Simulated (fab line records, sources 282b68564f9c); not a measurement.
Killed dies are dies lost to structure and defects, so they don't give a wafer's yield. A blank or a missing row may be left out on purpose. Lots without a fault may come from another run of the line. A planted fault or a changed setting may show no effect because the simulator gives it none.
Problem report in the 8D (eight disciplines) form, filled by code | flow rit_cmos | the parts of the form that need people (team, actions taken, sign-off) are left out

1. THE PROBLEM
ACTIVE_NITRIDE_THK at RIT_ACTIVE_THK_MEAS_04 reads a mean of 170.2 nm on 3 wafers of 1 lot; wafers without a fault read 150.3 nm with a standard deviation of 1.4. That is +14 standard deviations from the usual mean.
First seen on wafer L241.1, day 5 02:32, on film_metro-02. The record holds 39 wafers of 13 lots with a number at this step. Rule for "out", or "out of limits": more than 4 standard deviations from the usual mean. The other wafers with a number count as sound.

2. WHAT IT IS AND WHAT IT IS NOT
question                    | is                     | is not
which readings at this step | ACTIVE_NITRIDE_THK     | -
which lots                  | L241                   | L224, L226, L227, L228, L229, L230, L231, L236, L242, L243, L245, L247
which wafers of those lots  | all that have a number | -
read on which gauges        | film_metro-02          | film_metro-01, film_metro-03
when                        | from day 5 02:32       | up to then (24 sound wafers); but 12 sound wafers of L242, L243, L245, L247 came after

3. SUSPECTS, AND WHAT RULES EACH OUT
Counting: a tool at a process step up to the reading stays a suspect if it ran every lot that is out and no sound lot after the first of them.
- the gauge at RIT_ACTIVE_THK_MEAS_04: ruled out. All the wafers that are out were read on film_metro-02, but those of them that RIT_ACTIVE_CVD_03 has rows for are out there too, on other tools.
- lpcvd-02 at RIT_ACTIVE_CVD_03 (deposits Si3N4 from SiH2Cl2/NH3, target thk 150 nm, time 1500 s): ruled out as a lasting fault. Sound lots L243 ran on it after its first lot that is out, L241 (day 5 01:07).
Left after counting: nothing in the record.

4. THE CAUSE (what the simulator had put in)
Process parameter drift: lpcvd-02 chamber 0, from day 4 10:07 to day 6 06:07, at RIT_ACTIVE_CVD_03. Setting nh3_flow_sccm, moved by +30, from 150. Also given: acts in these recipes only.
Counting ruled it out, wrongly: the rule takes a fault to strike every lot that its tool runs from its start on, and this one did not.

5. THE CHAIN OF EFFECTS, in route order
Each row: a reading whose mean over the struck wafers that have a number lies more than 3 standard deviations from the usual. Only readings for which the record gives a usual standard deviation are gone through. hours: the time from each lot's start at the first step in this table that gives one to its start at this step, as a median over the lots. sigmas: the change in usual standard deviations.
hours | step                   | reading            | usual      | on struck wafers | change | sigmas
0     | RIT_ACTIVE_CVD_03      | nh3_flow_sccm      | 150.0 sccm | 180.1            | +30.1  | +68
1     | RIT_ACTIVE_THK_MEAS_04 | ACTIVE_NITRIDE_THK | 150.3 nm   | 170.2            | +19.9  | +14
3     | RIT_ACTIVE_ETCH_13     | oes_product_au     | 0.819 a.u. | 0.872            | +0.053 | +3.5
The process steps in it:
- RIT_ACTIVE_CVD_03: deposits Si3N4 from SiH2Cl2/NH3, target thk 150 nm, time 1500 s.
- RIT_ACTIVE_ETCH_13: etches Si3N4 in SF6, stops on SiO2, time 210 s, target depth 210 nm.

6. WHAT WOULD HAVE CAUGHT IT SOONER
In this record the first reading out of limits at a measuring or inspecting step was taken at day 5 02:32, 16 hours after the fault began at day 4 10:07.
The tool's own readings at RIT_ACTIVE_CVD_03 were out on every struck wafer that the step has a row for (nh3_flow_sccm): an alarm limit on them would have fired on the first of those.
